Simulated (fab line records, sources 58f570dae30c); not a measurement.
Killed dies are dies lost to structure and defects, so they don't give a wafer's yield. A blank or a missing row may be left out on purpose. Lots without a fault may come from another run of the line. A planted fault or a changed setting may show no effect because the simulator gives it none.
fab line records | flow berkeley_cmos170
record lots=5 wafers=15 last_day=13
route steps=331 shown M1@250 V1@254 M2@271
lots that met no fault: from a run of the same line without faults
start_h: hours from the record's first day to the start of the lot's first wafer shown | wait_h: hours since the lot's step before | " the same as in the row above | L1.1+2: a row that stands for several wafers | - no value, or no start given | * or withheld: withheld | < > ~ a bound
route shown NAME@n: a module of which the file shows steps, and the number in the route of the first | usual: mean/standard deviation of fault-free wafers | same: alike in all rows | chamber/n: place in a boat | sites: the reading at each site | _std_site: their standard deviation | _edge_site: outer sites' mean less inner sites' | radius_mm: how far each site lies from the wafer's centre | mask NAME#n: copy n | behind: the tool/chamber that last shaped the wafer | hold: why the lot was held/for how many hours/how that ended | device: the transistor (n, p or np) that didn't switch | end of line: the same wafers' tests at the end of the route | a step without rows: its recipe alone | killed: dies lost to structure and defects at the first sort, not the wafer's yield | map: a wafer's dies, x killed, . not, _ none there
set.NAME: the setting as run; set.NAME@STEP: as run at that earlier step | model.NAME: the simulator's own value behind a step, which no gauge read
lots at some steps of the route; a table a step, a row a wafer
services: from which hour (start_h, from the record's first day; less than 0 if before it) a tool's chamber was out of use, for how many hours, and why
## steps
# step UCB170_M1_METAL_ETCH_12
# recipe chemistry=Cl2/BCl3 target=Al stop_on=PSG pressure_mtorr=12 target_depth_a=7800 over_etch_frac=0.3 time_s=130 icp_w=600 bias_w=120 Cl2_flow_sccm=90 bcl3_flow_sccm=45
# usual drypump_motor_current_A=5.4/0.35 oes_product_au=0.853/0.015 throttle_valve_pct=24.56/0.13
# columns lot.wafer tool chamber start_h wait_h drypump_motor_current_A oes_product_au rf_hours_counter_h throttle_valve_pct
L077.2 rie_metal-02 0 195.36 - 5.5 0.855 5 24.63
L077.4 " 1 " " 4.9 0.830 - 24.35
L077.5 " 0 " " 5.5 0.852 - 24.64
L091.1 rie_metal-01 0 264.63 - 5.2 0.842 8 24.50
L091.2 " 1 " " 5.3 0.869 4 24.77
L091.6 " 0 " " 5.2 0.843 - 24.51
L094.3 rie_metal-02 0 271.11 - 5.5 0.845 - 24.64
L094.4 " 1 " " 4.9 0.836 - 24.37
L094.6 " 1 " " 4.9 0.837 - 24.36
L096.1 rie_metal-01 0 296.35 - 5.2 0.845 8 24.49
L096.5 " 0 " " 5.3 0.840 - 24.51
L096.6 " 1 " " 5.3 0.864 - 24.76
L095.1 rie_metal-02 0 296.51 - 5.5 0.857 7 24.63
L095.4 " 1 " " 4.9 0.845 - 24.35
L095.5 " 1 " " 4.9 0.845 - 24.38
# step UCB170_M1_STRIP_13
# recipe chemistry=O2 power_w=400 pressure_mtorr=3500 platen_temp_c=withheld o2_flow_sccm=400 overash_fraction=0.5
# usual drypump_motor_current_A=5.55/0.24 oes_product_au=0.721/0.0045
# same overash_fraction=0.5
# columns lot.wafer tool chamber start_h wait_h drypump_motor_current_A oes_product_au rf_hours_counter_h
L077.2 plasma_asher-04 0 195.49 0.1 5.83 0.722 42
L077.4 " 1 " " 5.45 0.719 -
L077.5 " 0 " " 5.81 0.723 -
L091.1 plasma_asher-02 0 264.77 0.1 5.17 0.718 55
L091.2 " 1 " " 5.89 0.719 55
L091.6 " 0 " " 5.18 0.723 -
L094.3 plasma_asher-02 1 271.24 0.1 5.89 0.725 -
L094.4 " 0 " " 5.16 0.711 -
L094.6 " 1 " " 5.90 0.718 -
L096.1 plasma_asher-04 1 296.53 0.1 5.48 0.725 52
L096.5 " 1 " " 5.46 0.722 -
L096.6 " 0 " " 5.83 0.716 -
L095.1 plasma_asher-01 1 296.65 0.1 5.41 0.725 57
L095.4 " 1 " " 5.44 0.721 -
L095.5 " 1 " " 5.42 0.715 -
# step UCB170_M1_CD_MEAS_90
# recipe target_cd_nm=700
# usual cd_nm=701.1/2.9
# columns lot.wafer tool chamber start_h wait_h cd_nm
L077.2 cd_sem-01 - 195.61 0.1 702.1
L077.4 " - " " 702.0
L077.5 " - " " 703.7
L091.1 cd_sem-02 - 264.87 0.1 704.4
L091.2 " - " " 701.0
L091.6 " - " " 702.3
L094.3 cd_sem-02 - 271.34 0.1 703.3
L094.4 " - " " 699.0
L094.6 " - " " 697.0
L096.1 cd_sem-02 - 296.63 0.1 705.9
L096.5 " - " " 707.2
L096.6 " - " " 707.9
L095.1 cd_sem-01 - 296.75 0.1 703.3
L095.4 " - " " 700.5
L095.5 " - " " 699.2
# step UCB170_M1_ANNEAL_14
# recipe temp_c=400 time_s=1200 ambient=forming_gas
# usual spike_tc_source_C=414.2/0.86
# columns lot.wafer tool chamber start_h wait_h spike_tc_source_C
L077.2 furnace-03 0 195.71 0.1 413.2
L077.4 " 0 " " 414.7
L077.5 " 0 " " 414.4
L091.1 furnace-03 0 264.99 0.1 413.6
L091.2 " 0 " " 414.6
L091.6 " 0 " " 415.8
L094.3 furnace-03 0 272.51 1.1 414.4
L094.4 " 0 " " 415.2
L094.6 " 0 " " 413.8
L096.1 furnace-03 0 296.75 0.1 414.5
L096.5 " 0 " " 414.8
L096.6 " 0 " " 413.8
L095.1 furnace-03 0 298.08 1.3 413.6
L095.4 " 0 " " 413.9
L095.5 " 0 " " 414.1
# step UCB170_V1_CVD_00
# recipe material=SiO2 target_thk_nm=2000 temp_c=390 precursor=TEOS/O2 time_s=250 rf_w=565.8 pressure_mtorr=9000
# usual heater_power_w=243/69
# columns lot.wafer tool chamber start_h wait_h heater_power_w
L077.2 pecvd-04 0 197.04 0.0 356
L077.4 " 2 " " 246
L077.5 " 0 " " 249
L091.1 pecvd-01 1 266.32 0.0 217
L091.2 " 2 " " 204
L091.6 " 1 " " 208
L094.3 pecvd-04 2 273.84 0.0 341
L094.4 " 1 " " 269
L094.6 " 2 " " 239
L096.1 pecvd-04 0 298.08 0.0 322
L096.5 " 1 " " 273
L096.6 " 2 " " 337
L095.1 pecvd-01 2 299.42 0.0 250
L095.4 " 2 " " 161
L095.5 " 0 " " 243
# step UCB170_V1_THK_MEAS_01
# recipe reads=SiO2_of_V1_CVD_00
# usual V1_TEOS_THK=2014/29
# columns lot.wafer tool chamber start_h wait_h V1_TEOS_THK[nm]
L077.2 film_metro-03 - 197.21 0.1 1998
L077.4 " - " " 2030
L077.5 " - " " 2032
L091.1 film_metro-01 - 266.55 0.2 1950
L091.2 " - " " 1979
L091.6 " - " " 2005
L094.3 film_metro-02 - 274.02 0.1 1971
L094.4 " - " " 2043
L094.6 " - " " 2017
L096.1 film_metro-02 - 298.24 0.1 2028
L096.5 " - " " 2058
L096.6 " - " " 2062
L095.1 film_metro-02 - 299.57 0.1 1993
L095.4 " - " " 2051
L095.5 " - " " 2039
# step UCB170_V1_CMP_02
# recipe material=SiO2 down_force_psi=6 platen_rpm=60 pad_velocity_m_s=0.75398
# usual motor_current_A=17.0/1.3 retaining_ring_pressure_frac=1.000/0.0045
# columns lot.wafer tool chamber start_h wait_h motor_current_A retaining_ring_pressure_frac
L077.2 cmp-01 2 197.36 0.1 14.8 1.003
L077.4 " 3 " " 14.6 1.004
L077.5 " 1 " " 17.9 1.007
L091.1 cmp-02 1 266.66 0.1 17.7 1.008
L091.2 " 2 " " 18.7 1.001
L091.6 " 1 " " 16.9 1.006
L094.4 cmp-02 3 274.06 0.0 15.9 1.001
L094.3 " 2 " " 17.9 0.999
L094.6 " 0 " " 17.6 1.001
L096.1 cmp-01 3 298.45 0.2 14.9 0.998
L096.5 " 0 " " 18.8 1.003
L096.6 " 1 " " 18.0 1.000
L095.4 cmp-02 3 299.63 0.0 15.6 1.001
L095.1 " 0 " " 17.9 0.995
L095.5 " 3 " " 16.3 1.004
# step UCB170_V1_BOW_MEAS_03
# recipe mode=bow
# usual V1_BOW=17/6.5
# columns lot.wafer tool chamber start_h wait_h V1_BOW[um]
L077.2 film_metro-01 - 197.58 0.2 18
L077.4 " - " " 12
L077.5 " - " " 14
L091.1 film_metro-02 - 266.91 0.2 14
L091.2 " - " " 28
L091.6 " - " " 22
L094.3 film_metro-03 - 274.40 0.1 25
L094.4 " - " " 11
L094.6 " - " " 13
L096.1 film_metro-03 - 298.60 0.1 17
L096.5 " - " " 19
L096.6 " - " " 26
L095.1 film_metro-03 - 299.93 0.2 24
L095.4 " - " " 21
L095.5 " - " " 16
# step UCB170_V1_THK_MEAS_04
# recipe reads=SiO2_of_V1_CVD_00
# usual V1_POLISHED_THK=1000.9/1.2
# columns lot.wafer tool chamber start_h wait_h V1_POLISHED_THK[nm]
L077.2 film_metro-01 - 197.69 0.1 1000.2
L077.4 " - " " 1000.5
L077.5 " - " " 1000.6
L091.1 film_metro-02 - 267.03 0.1 1002.1
L091.2 " - " " 1001.4
L091.6 " - " " 1001.6
L094.3 film_metro-03 - 274.50 0.1 1000.4
L094.4 " - " " 1000.2
L094.6 " - " " 1001.4
L096.1 film_metro-03 - 298.72 0.1 1001.2
L096.5 " - " " 999.7
L096.6 " - " " 1000.7
L095.1 film_metro-03 - 300.05 0.1 999.6
L095.4 " - " " 1000.8
L095.5 " - " " 1002.1
# step UCB170_V1_CLEAN_05
# recipe chemistry=DIW
# columns lot.wafer tool chamber start_h wait_h
L077.2+4+5 wet_bench-04 1 197.74 0.0
L091.1+2+6 wet_bench-03 2 268.82 1.8
L094.3+4+6 wet_bench-04 2 275.33 0.8
L096.1+5+6 wet_bench-03 0 298.78 0.1
L095.1+4+5 wet_bench-03 1 300.12 0.1
# step UCB170_V1_HMDS_06
# recipe prime_time_s=60 prime_temp_c=100
# columns lot.wafer tool chamber start_h wait_h
L077.2+4+5 litho_track-03 0 198.22 0.3
L091.1+2+6 litho_track-01 0 269.00 0.0
L094.3+4+6 litho_track-02 0 275.80 0.3
L096.1+5+6 litho_track-02 0 299.71 0.8
L095.1+4+5 litho_track-03 0 300.58 0.3
# step UCB170_V1_COAT_07
# recipe resist=KrF spin_rpm=1500 resist_thk_nm=900
# columns lot.wafer tool chamber start_h wait_h
L077.2+4+5 litho_track-03 0 198.37 0.1
L091.1+2+6 litho_track-01 0 269.15 0.1
L094.3+4+6 litho_track-02 0 275.95 0.1
L096.1+5+6 litho_track-02 0 299.86 0.1
L095.1+4+5 litho_track-03 0 300.73 0.1
# step UCB170_V1_SOFTBAKE_08
# recipe resist=KrF temp_c=130 time_s=60
# columns lot.wafer tool chamber start_h wait_h
L077.2+4+5 litho_track-03 0 198.52 0.1
L091.1+2+6 litho_track-01 0 269.30 0.1
L094.3+4+6 litho_track-02 0 276.10 0.1
L096.1+5+6 litho_track-02 0 300.01 0.1
L095.1+4+5 litho_track-03 0 300.88 0.1
# step UCB170_V1_EXPOSE_09
# recipe mask_id=VIA1 target_cd_nm=700 na=0.5 sigma_outer=0.6 source_shape=conventional dose_mj=37
# same na=0.5
# columns lot.wafer tool chamber start_h wait_h mask
L077.2+4+5 krf_scanner-02 0 198.79 0.2 VIA1#0
L091.1+2+6 krf_scanner-02 0 269.46 0.1 VIA1#0
L094.3+4+6 krf_scanner-01 0 276.26 0.1 VIA1#0
L096.1+5+6 krf_scanner-02 0 300.28 0.2 VIA1#0
L095.1+4+5 krf_scanner-01 0 301.19 0.3 VIA1#0
# step UCB170_V1_PEB_10
# recipe peb_temp_c=130 peb_time_s=withheld resist=KrF
# columns lot.wafer tool chamber start_h wait_h
L077.2+4+5 litho_track-03 0 198.91 0.1
L091.1+2+6 litho_track-01 0 269.74 0.3
L094.3+4+6 litho_track-02 0 276.70 0.4
L096.1+5+6 litho_track-02 0 300.88 0.6
L095.1+4+5 litho_track-02 0 301.43 0.2
# step UCB170_V1_DEVELOP_11
# recipe developer=TMAH develop_time_s=45 resist=KrF dev_temp_c=21
# columns lot.wafer tool chamber start_h wait_h
L077.2+4+5 litho_track-03 0 - -
L091.1+2+6 litho_track-01 0 - -
L094.3+4+6 litho_track-02 0 - -
L096.1+5+6 litho_track-02 0 - -
L095.1+4+5 litho_track-02 0 - -
# step UCB170_V1_CD_MEAS_12
# recipe target_cd_nm=700
# usual cd_nm=699.4/1.6
# columns lot.wafer tool chamber start_h wait_h cd_nm
L077.2 cd_sem-02 - 199.18 - 699.2
L077.4 " - " " 699.8
L077.5 " - " " 699.4
L091.1 cd_sem-02 - 270.01 - 698.7
L091.2 " - " " 697.7
L091.6 " - " " 698.9
L094.3 cd_sem-01 - 276.97 - 700.1
L094.4 " - " " 699.2
L094.6 " - " " 700.3
L096.1 cd_sem-01 - 301.16 - 698.5
L096.5 " - " " 699.6
L096.6 " - " " 699.0
L095.1 cd_sem-01 - 301.71 - 700.8
L095.4 " - " " 699.6
L095.5 " - " " 701.1
# step UCB170_V1_OVL_MEAS_13
# usual V1_OVL=1/5.7
# columns lot.wafer tool chamber start_h wait_h V1_OVL[nm]
L077.2 overlay-02 - 199.29 0.1 5
L077.4 " - " " 5
L077.5 " - " " 6
L091.1 overlay-01 - 270.13 0.1 -2
L091.2 " - " " -8
L091.6 " - " " 2
L094.3 overlay-01 - 277.06 0.1 3
L094.4 " - " " 2
L094.6 " - " " -4
L096.1 overlay-02 - 301.28 0.1 1
L096.5 " - " " -6
L096.6 " - " " -4
L095.1 overlay-02 - 301.83 0.1 9
L095.4 " - " " 14
L095.5 " - " " 5
# step UCB170_V1_ETCH_14
# recipe chemistry=CHF3/CF4/Ar target=SiO2 stop_on=Al CHF3_flow_sccm=45 cf4_flow_sccm=15 Ar_flow_sccm=150 pressure_mtorr=200 rf_w=700 target_depth_a=12500 over_etch_frac=0.25 time_s=291
# usual drypump_motor_current_A=5.7/0.45 mfc_ar_sccm=150.1/0.49 oes_product_au=0.878/0.015 throttle_valve_pct=6.93/0.11
# columns lot.wafer tool chamber start_h wait_h drypump_motor_current_A mfc_ar_sccm oes_product_au rf_hours_counter_h throttle_valve_pct
L077.2 rie_diel-02 0 199.32 0.0 5.8 149.5 0.878 136 6.80
L077.4 " 3 " " 5.3 150.1 0.886 101 6.87
L077.5 " 1 " " 5.0 150.3 0.875 - 6.96
L091.1 rie_diel-03 1 270.17 0.0 5.2 150.1 0.887 25 7.14
L091.2 " 3 " " 5.8 150.2 0.852 121 6.88
L091.6 " 0 " " 6.5 149.7 0.881 - 7.05
L094.3 rie_diel-01 0 277.08 0.0 5.3 151.4 0.875 101 7.08
L094.4 " 3 " " 5.8 150.6 0.893 109 6.80
L094.6 " 0 " " 5.3 151.0 0.881 - 7.06
L096.1 rie_diel-01 2 301.31 0.0 5.1 150.0 0.885 15 6.84
L096.5 " 2 " " 5.1 150.6 0.884 - 6.83
L096.6 " 3 " " 5.8 150.3 0.888 - 6.81
L095.1 rie_diel-03 3 301.87 0.0 5.8 149.7 0.857 123 6.89
L095.4 " 2 " " 5.9 149.6 0.884 1 7.13
L095.5 " 3 " " 5.8 150.7 0.857 - 6.87
# step UCB170_V1_STRIP_15
# recipe chemistry=O2 power_w=400 pressure_mtorr=3500 platen_temp_c=withheld o2_flow_sccm=400 overash_fraction=0.5
# usual drypump_motor_current_A=5.54/0.27 oes_product_au=0.722/0.0046 strip_time_to_endpoint_s=15.32/0.13
# same overash_fraction=0.5
# columns lot.wafer tool chamber start_h wait_h drypump_motor_current_A oes_product_au rf_hours_counter_h strip_time_to_endpoint_s
L077.2 plasma_asher-04 1 199.50 0.1 5.46 0.725 42 15.45
L077.4 " 1 " " 5.45 0.723 - 15.10
L077.5 " 0 " " 5.84 0.724 - 15.18
L091.1 plasma_asher-02 1 270.34 0.1 5.91 0.725 55 15.20
L091.2 " 0 " " 5.16 0.730 55 15.18
L091.6 " 1 " " 5.90 0.724 - 15.23
L094.3 plasma_asher-02 1 277.29 0.1 5.87 0.728 - 15.36
L094.4 " 0 " " 5.17 0.724 - 15.43
L094.6 " 1 " " 5.87 0.730 - 15.26
L096.1 plasma_asher-04 0 301.49 0.1 5.84 0.721 53 15.46
L096.5 " 1 " " 5.44 0.727 - 15.40
L096.6 " 0 " " 5.84 0.721 - 15.53
L095.1 plasma_asher-04 1 302.05 0.1 5.49 0.717 53 15.25
L095.4 " 1 " " 5.48 0.729 - 15.09
L095.5 " 0 " " 5.83 0.723 - 15.10
# step UCB170_V1_CD_MEAS_90
# recipe target_cd_nm=700
# usual cd_nm=699.4/1.9
# columns lot.wafer tool chamber start_h wait_h cd_nm
L077.2 cd_sem-01 - 199.62 0.1 699.2
L077.4 " - " " 699.9
L077.5 " - " " 700.2
L091.1 cd_sem-02 - 270.44 0.1 698.5
L091.2 " - " " 697.6
L091.6 " - " " 698.8
L094.3 cd_sem-01 - 277.40 0.1 699.4
L094.4 " - " " 698.7
L094.6 " - " " 699.5
L096.1 cd_sem-01 - 301.59 0.1 697.0
L096.5 " - " " 697.8
L096.6 " - " " 698.6
L095.1 cd_sem-01 - 302.15 0.1 700.0
L095.4 " - " " 700.3
L095.5 " - " " 700.8
# step UCB170_M2_PRE_CLEAN_00
# recipe gas=Ar preclean_etch_time_s=60
# same preclean_etch_time_s=60
# columns lot.wafer tool chamber start_h wait_h
L077.2+4+5 pvd_sputter-04 - 199.72 0.1
L091.1+2+6 pvd_sputter-03 - 270.56 0.1
L094.3+4+6 pvd_sputter-01 - 277.48 0.1
L096.1+5+6 pvd_sputter-03 - 301.71 0.1
L095.1+4+5 pvd_sputter-01 - 302.27 0.1
# step UCB170_M2_SPUTTER_01
# recipe material=Al target_thk_nm=900 time_s=120 power_w=6000 chamber_pressure_pa=0.5
# usual chamber_pressure_pa=0.5001/0.001 throttle_valve_pct=30.0/1.1
# columns lot.wafer tool chamber start_h wait_h chamber_pressure_pa throttle_valve_pct
L077.2 pvd_sputter-04 - 199.78 0.0 0.4998 29.2
L077.4 " - " " 0.5028 30.4
L077.5 " - " " 0.5017 30.5
L091.1 pvd_sputter-03 - 270.63 0.0 0.5010 32.5
L091.2 " - " " 0.4994 29.2
L091.6 " - " " 0.4986 29.3
L094.3 pvd_sputter-01 - 277.55 0.0 0.5009 29.5
L094.4 " - " " 0.5008 30.5
L094.6 " - " " 0.5001 29.5
L096.1 pvd_sputter-03 - 301.78 0.0 0.4988 30.2
L096.5 " - " " 0.4995 29.6
L096.6 " - " " 0.5000 29.2
L095.1 pvd_sputter-01 - 302.33 0.0 0.5008 29.3
L095.4 " - " " 0.5001 28.5
L095.5 " - " " 0.5004 30.8
# step UCB170_M2_RS_MEAS_02
# recipe thk_meas_gauge=four-point-probe reads=Al_of_M2_SPUTTER_01
# usual M2_AL_RS=0.0322/0.00033
# columns lot.wafer tool chamber start_h wait_h M2_AL_RS[ohm/sq]
L077.2 film_metro-04 - 199.94 0.1 0.0323
L077.4 " - " " 0.0326
L077.5 " - " " 0.0324
L091.1 film_metro-04 - 270.71 0.0 0.0328
L091.2 " - " " 0.0325
L091.6 " - " " 0.0323
L094.3 film_metro-02 - 277.67 0.1 0.0322
L094.4 " - " " 0.0322
L094.6 " - " " 0.0320
L096.1 film_metro-02 - 301.86 0.0 0.0325
L096.5 " - " " 0.0326
L096.6 " - " " 0.0322
L095.1 film_metro-02 - 302.42 0.0 0.0320
L095.4 " - " " 0.0320
L095.5 " - " " 0.0320
# step UCB170_M2_THK_MEAS_03
# recipe thk_meas_gauge=xrf reads=Al_of_M2_SPUTTER_01
# usual M2_AL_THK=894/9.9
# columns lot.wafer tool chamber start_h wait_h M2_AL_THK[nm]
L077.2 film_metro-04 - 200.05 0.1 896
L077.4 " - " " 887
L077.5 " - " " 887
L091.1 film_metro-04 - 270.83 0.1 878
L091.2 " - " " 882
L091.6 " - " " 893
L094.3 film_metro-02 - 277.77 0.1 889
L094.4 " - " " 891
L094.6 " - " " 894
L096.1 film_metro-02 - 301.98 0.1 889
L096.5 " - " " 884
L096.6 " - " " 898
L095.1 film_metro-02 - 302.54 0.1 896
L095.4 " - " " 901
L095.5 " - " " 901
# step UCB170_M2_HMDS_04
# recipe prime_time_s=60 prime_temp_c=100
# columns lot.wafer tool chamber start_h wait_h
L077.2+4+5 litho_track-03 0 200.13 0.1
L091.1+2+6 litho_track-03 0 271.14 0.3
L094.3+4+6 litho_track-04 0 278.50 0.7
L096.1+5+6 litho_track-01 0 302.04 0.1
L095.1+4+5 litho_track-04 0 302.60 0.1
# step UCB170_M2_COAT_05
# recipe resist=KrF spin_rpm=1500 resist_thk_nm=900
# columns lot.wafer tool chamber start_h wait_h
L077.2+4+5 litho_track-03 0 200.28 0.1
L091.1+2+6 litho_track-03 0 271.29 0.1
L094.3+4+6 litho_track-04 0 278.65 0.1
L096.1+5+6 litho_track-01 0 302.19 0.1
L095.1+4+5 litho_track-04 0 302.75 0.1
# step UCB170_M2_SOFTBAKE_06
# recipe resist=KrF temp_c=130 time_s=60
# columns lot.wafer tool chamber start_h wait_h
L077.2+4+5 litho_track-03 0 200.43 0.1
L091.1+2+6 litho_track-03 0 271.44 0.1
L094.3+4+6 litho_track-04 0 278.80 0.1
L096.1+5+6 litho_track-01 0 302.34 0.1
L095.1+4+5 litho_track-04 0 302.90 0.1
# step UCB170_M2_STRIP_07
# recipe chemistry=O2 power_w=400 pressure_mtorr=3500 platen_temp_c=withheld o2_flow_sccm=400 overash_fraction=0.5
# usual drypump_motor_current_A=5.50/0.16 oes_product_au=0.734/0.0046 strip_time_to_endpoint_s=21.97/0.061
# same overash_fraction=0.5
# columns lot.wafer tool chamber start_h wait_h drypump_motor_current_A oes_product_au rf_hours_counter_h strip_time_to_endpoint_s
L077.2 plasma_asher-03 0 200.55 0.1 5.51 0.738 9 22.02
L077.4 " 0 " " 5.50 0.733 - 21.97
L077.5 " 1 " " 5.35 0.734 - 21.96
L091.1 plasma_asher-01 0 271.59 0.1 5.41 0.739 55 22.08
L091.2 " 1 " " 5.42 0.730 55 22.05
L091.6 " 1 " " 5.42 0.737 - 22.05
L094.3 plasma_asher-04 1 278.94 0.1 5.48 0.730 - 22.05
L094.4 " 0 " " 5.86 0.732 - 22.02
L094.6 " 1 " " 5.46 0.731 - 21.97
L096.1 plasma_asher-03 0 302.49 0.1 5.49 0.733 20 22.03
L096.5 " 1 " " 5.37 0.733 - 21.87
L096.6 " 0 " " 5.46 0.739 - 21.93
L095.1 plasma_asher-01 1 303.05 0.1 5.45 0.740 58 21.96
L095.4 " 0 " " 5.38 0.737 - 21.95
L095.5 " 0 " " 5.40 0.749 - 21.96
# step UCB170_M2_STRIP_08
# recipe chemistry=DMSO temp_c=80 time_s=600 material=KrF
# columns lot.wafer tool chamber start_h wait_h
L077.2+4+5 wet_bench-02 0 200.65 0.1
L091.1+2+6 wet_bench-02 2 271.69 0.1
L094.3+4+6 wet_bench-02 3 279.17 0.2
L095.1+4+5 wet_bench-04 2 304.92 1.8
L096.1+5+6 wet_bench-04 0 304.92 2.4
# step UCB170_M2_COAT_09
# recipe resist=BARC temp_c=withheld time_s=withheld spin_rpm=3000 resist_thk_nm=withheld
# columns lot.wafer tool chamber start_h wait_h
L077.2+4+5 litho_track-03 0 200.85 0.0
L091.1+2+6 litho_track-03 0 271.87 0.0
L094.3+4+6 litho_track-01 0 279.70 0.4
L096.1+5+6 litho_track-03 0 305.55 0.4
L095.1+4+5 litho_track-01 0 305.73 0.6
# step UCB170_M2_COAT_10
# recipe resist=KrF spin_rpm=1500 resist_thk_nm=900
# columns lot.wafer tool chamber start_h wait_h
L077.2+4+5 litho_track-03 0 - -
L091.1+2+6 litho_track-03 0 - -
L094.3+4+6 litho_track-01 0 - -
L096.1+5+6 litho_track-03 0 - -
L095.1+4+5 litho_track-01 0 - -
# step UCB170_M2_SOFTBAKE_11
# recipe resist=KrF temp_c=130 time_s=60
# columns lot.wafer tool chamber start_h wait_h
L077.2+4+5 litho_track-03 0 - -
L091.1+2+6 litho_track-03 0 - -
L094.3+4+6 litho_track-01 0 - -
L096.1+5+6 litho_track-03 0 - -
L095.1+4+5 litho_track-01 0 - -
# step UCB170_M2_EXPOSE_12
# recipe mask_id=METAL2 target_cd_nm=700 na=0.5 sigma_outer=0.6 source_shape=conventional dose_mj=26
# same na=0.5
# columns lot.wafer tool chamber start_h wait_h mask
L077.2+4+5 krf_scanner-01 0 201.30 - METAL2#0
L091.1+2+6 krf_scanner-02 0 272.32 - METAL2#0
L094.3+4+6 krf_scanner-01 0 280.13 - METAL2#0
L096.1+5+6 krf_scanner-02 0 306.12 - METAL2#0
L095.1+4+5 krf_scanner-01 0 306.36 - METAL2#0
# step UCB170_M2_PEB_13
# recipe peb_temp_c=131.3 peb_time_s=withheld resist=KrF
# columns lot.wafer tool chamber start_h wait_h
L077.2+4+5 litho_track-04 0 201.42 0.1
L091.1+2+6 litho_track-04 0 272.48 0.1
L094.3+4+6 litho_track-04 0 280.68 0.5
L096.1+5+6 litho_track-03 0 307.00 0.9
L095.1+4+5 litho_track-01 0 307.08 0.7
# step UCB170_M2_DEVELOP_14
# recipe developer=TMAH develop_time_s=45 resist=KrF dev_temp_c=21
# columns lot.wafer tool chamber start_h wait_h
L077.2+4+5 litho_track-04 0 - -
L091.1+2+6 litho_track-04 0 - -
L094.3+4+6 litho_track-04 0 - -
L096.1+5+6 litho_track-03 0 - -
L095.1+4+5 litho_track-01 0 - -
# step UCB170_M2_CD_MEAS_15
# recipe target_cd_nm=700
# usual cd_nm=700.1/1.4
# columns lot.wafer tool chamber start_h wait_h cd_nm
L077.2 cd_sem-02 - 201.69 - 700.7
L077.4 " - " " 700.5
L077.5 " - " " 700.3
L091.1 cd_sem-02 - 272.75 - 699.2
L091.2 " - " " 698.0
L091.6 " - " " 699.9
L094.3 cd_sem-01 - 280.94 - 698.5
L094.4 " - " " 699.1
L094.6 " - " " 698.7
L096.1 cd_sem-01 - 307.27 - 700.9
L096.5 " - " " 700.7
L096.6 " - " " 701.4
L095.1 cd_sem-02 - 307.40 - 700.1
L095.4 " - " " 698.8
L095.5 " - " " 699.9
# step UCB170_M2_OVL_MEAS_16
# usual M2_OVL=-4/5.2
# columns lot.wafer tool chamber start_h wait_h M2_OVL[nm]
L077.2 overlay-01 - 201.79 0.1 -5
L077.4 " - " " -2
L077.5 " - " " -8
L091.1 overlay-02 - 272.87 0.1 3
L091.2 " - " " -2
L091.6 " - " " 5
L094.3 overlay-01 - 281.03 0.1 -14
L094.4 " - " " -11
L094.6 " - " " -13
L096.1 overlay-02 - 307.39 0.1 -13
L096.5 " - " " -8
L096.6 " - " " -7
L095.1 overlay-02 - 307.52 0.1 -6
L095.4 " - " " -3
L095.5 " - " " -2
# step UCB170_M2_ETCH_17
# recipe chemistry=N2/H2 target_depth_a=withheld overetch_a=withheld target=BARC time_s=withheld source_w=500 bias_w=100 pressure_mtorr=30 n2_flow_sccm=100 h2_flow_sccm=200
# usual drypump_motor_current_A=5.6/0.34 oes_product_au=1.021/0.023 throttle_valve_pct=13.27/0.16
# columns lot.wafer tool chamber start_h wait_h drypump_motor_current_A oes_product_au throttle_valve_pct
L077.2 rie_diel-04 0 201.82 0.0 5.6 1.021 13.23
L077.4 " 3 " " 6.1 1.035 13.12
L077.5 " 2 " " 5.6 1.058 13.53
L091.1 rie_diel-04 1 272.91 0.0 5.3 0.997 13.36
L091.2 " 2 " " 5.6 1.055 13.51
L091.6 " 0 " " 5.6 1.010 13.24
L094.3 rie_diel-01 2 281.06 0.0 5.1 1.022 13.14
L094.4 " 3 " " 5.8 1.002 13.04
L094.6 " 1 " " 6.2 0.969 13.35
L096.1 rie_diel-02 0 307.43 0.0 5.9 1.012 13.07
L096.5 " 0 " " 5.9 1.005 13.07
L096.6 " 1 " " 5.0 1.046 13.35
L095.1 rie_diel-04 3 307.55 0.0 6.1 1.044 13.10
L095.4 " 0 " " 5.6 1.034 13.22
L095.5 " 0 " " 5.6 1.015 13.21
# step UCB170_M2_METAL_ETCH_18
# recipe chemistry=Cl2/BCl3 target=Al stop_on=SiO2 pressure_mtorr=12 target_depth_a=11700 over_etch_frac=0.3 time_s=195 icp_w=579.7 bias_w=120 Cl2_flow_sccm=90 bcl3_flow_sccm=45
# usual drypump_motor_current_A=5.6/0.36 oes_product_au=0.858/0.014 throttle_valve_pct=24.51/0.17
# columns lot.wafer tool chamber start_h wait_h drypump_motor_current_A oes_product_au rf_hours_counter_h throttle_valve_pct
L077.2 rie_metal-03 1 201.87 - 5.6 0.875 12 24.65
L077.4 " 1 " " 5.6 0.875 - 24.64
L077.5 " 1 " " 5.6 0.874 - 24.63
L091.1 rie_metal-04 1 272.95 - 6.1 0.849 13 24.29
L091.2 " 0 " " 5.3 0.852 4 24.30
L091.6 " 1 " " 6.1 0.860 - 24.30
L094.3 rie_metal-03 0 281.16 - 6.1 0.852 - 24.51
L094.4 " 1 " " 5.6 0.877 - 24.64
L094.6 " 0 " " 6.1 0.862 - 24.50
L096.1 rie_metal-04 0 307.47 - 5.3 0.849 5 24.33
L096.5 " 0 " " 5.3 0.846 - 24.31
L096.6 " 1 " " 6.1 0.854 - 24.29
L095.1 rie_metal-03 1 307.60 - 5.6 0.881 15 24.62
L095.4 " 0 " " 6.1 0.862 - 24.49
L095.5 " 1 " " 5.6 0.875 - 24.64
## services
# columns tool chamber start_h hours kind
furnace-03 - 174.12 11.0 repair
rie_diel-04 0 178.04 2.2 repair
krf_scanner-02 - 183.94 4.4 pm
rie_diel-04 - 187.17 0.5 repair
krf_scanner-02 - 188.32 3.6 pm
krf_scanner-02 - 194.14 4.0 pm
cmp-02 - 198.83 1.0 repair
krf_scanner-01 - 205.95 0.2 repair
rie_diel-01 0 211.91 16.4 repair
krf_scanner-01 - 227.14 4.4 pm
krf_scanner-01 - 231.51 1.3 pm
rie_diel-01 2 248.60 11.1 repair
plasma_asher-04 - 249.60 1.8 repair
krf_scanner-01 - 250.88 4.0 pm
krf_scanner-02 - 259.06 0.8 pm
krf_scanner-02 - 259.84 1.0 pm
krf_scanner-02 - 265.67 2.9 repair
krf_scanner-01 - 268.50 1.4 repair
krf_scanner-01 - 269.87 1.0 pm
krf_scanner-02 - 276.48 4.1 repair
pvd_sputter-03 - 298.74 1.3 repair
krf_scanner-01 - 302.44 0.8 pm
plasma_asher-02 - 303.87 0.6 repair
pvd_sputter-01 - 306.82 1.8 repair
## key
fault none
